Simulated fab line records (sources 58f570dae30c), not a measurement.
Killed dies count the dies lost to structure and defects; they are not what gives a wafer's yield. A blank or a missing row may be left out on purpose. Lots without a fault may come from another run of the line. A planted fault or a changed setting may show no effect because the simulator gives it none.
Which tool is to blame?    flow berkeley-cmos170    13 lots with 39 wafers sampled at 3 steps, on a route of 331 steps

## WHAT THE GAUGES READ, wafer by wafer
UCB170_FIELD_THK_MEAS_02. Usual: FIELD_OXIDE_THK 559 nm, standard deviation 10.
lot   measured     on             FIELD_OXIDE_THK (nm)  flag
L860  day 5 14:34  film-metro-01  558 568 559           
L861  day 5 14:35  film-metro-03  547 540 537           
L862  day 5 17:48  film-metro-01  555 552 558           
L863  day 5 17:48  film-metro-04  562 561 563           
L864  day 6 02:29  film-metro-03  560 565 565           
L868  day 6 15:43  film-metro-03  570 563 568           
L866  day 6 15:47  film-metro-01  555 568 556           
L875  day 7 06:47  film-metro-04  557 560 563           
L873  day 7 06:47  film-metro-03  552 559 570           
L874  day 7 09:48  film-metro-04  555 556 554           
L876  day 7 15:28  film-metro-03  571 563 570           
L878  day 8 04:34  film-metro-04  572 570 571           
L880  day 8 17:09  film-metro-03  545 550 541           

UCB170_FIELD_THK_MEAS_90. Usual: FIELD_OXIDE_LEFT_1_THK 443 nm, standard deviation 10.
lot   measured     on             FIELD_OXIDE_LEFT_1_THK (nm)  flag
L860  day 5 22:41  film-metro-03  441 452 442                  
L861  day 5 22:42  film-metro-04  431 423 420                  
L862  day 6 00:26  film-metro-03  437 435 441                  
L863  day 6 00:26  film-metro-04  445 444 446                  
L864  day 6 08:07  film-metro-04  443 449 448                  
L868  day 7 01:10  film-metro-04  454 446 452                  
L866  day 7 01:11  film-metro-01  438 450 438                  
L875  day 7 18:54  film-metro-04  440 443 446                  
L873  day 7 18:51  film-metro-04  436 442 453                  
L874  day 7 18:52  film-metro-01  438 440 438                  
L876  day 7 23:03  film-metro-04  455 446 453                  
L878  day 8 12:35  film-metro-03  453 452 453                  
L880  day 9 05:10  film-metro-01  427 435 425                  

UCB170_SACOX_THK_MEAS_02. Usual: SACOX_OXIDE_THK 14.5 nm, standard deviation 0.33.
lot   measured     on             SACOX_OXIDE_THK (nm)  flag
L860  day 6 02:43  film-metro-02  14.6 14.7 14.7        
L861  day 6 02:41  film-metro-02  14.6 14.8 14.8        
L862  day 6 02:40  film-metro-03  14.8 14.9 15.1        
L863  day 6 02:43  film-metro-03  14.6 14.8 14.8        
L864  day 6 09:53  film-metro-02  14.6 14.2 14.4        
L868  day 7 05:10  film-metro-03  14.9 14.9 14.7        
L866  day 7 05:14  film-metro-03  14.5 14.9 14.5        
L875  day 7 22:16  film-metro-02  15.0 14.8 14.7        
L873  day 7 22:16  film-metro-03  15.1 15.1 14.9        
L874  day 7 22:14  film-metro-02  14.8 14.8 14.6        
L876  day 8 03:07  film-metro-02  14.6 14.8 14.7        
L878  day 8 20:42  film-metro-02  14.3 14.6 14.4        
L880  day 9 12:52  film-metro-04  13.5 13.6 13.7        

## TOOL THAT RAN EACH LOT (tool first, then ch and the chambers of the sampled wafers, then the start)
There is no process step in the record ahead of these readings.

## AS READ BY THE TOOLS THEMSELVES (means over the sampled wafers that have a number; for cases with no such wafer, the mark the record gives instead)
The record holds no such reading with a usual standard deviation.

## THE ANSWER, worked out from the rows above alone
Rule: a lot counts as off when the mean over its wafers that have a number is more than 3 standard deviations away from the usual mean. A lot without any number at a reading at which 4 lots or more have one is off too. Where the step has rows for the other lots, those lots are counted as sound. After the gauges, taken in route order, come the tools' own readings; for these a lot's mean is taken, as printed above. The first step at which some lot is off is used, and at that step the reading that is off furthest; a lot without a number counts as furthest.
No lot is off at any reading shown: from this, nothing can be told.

## WHAT THE SIMULATOR HAD INSERTED
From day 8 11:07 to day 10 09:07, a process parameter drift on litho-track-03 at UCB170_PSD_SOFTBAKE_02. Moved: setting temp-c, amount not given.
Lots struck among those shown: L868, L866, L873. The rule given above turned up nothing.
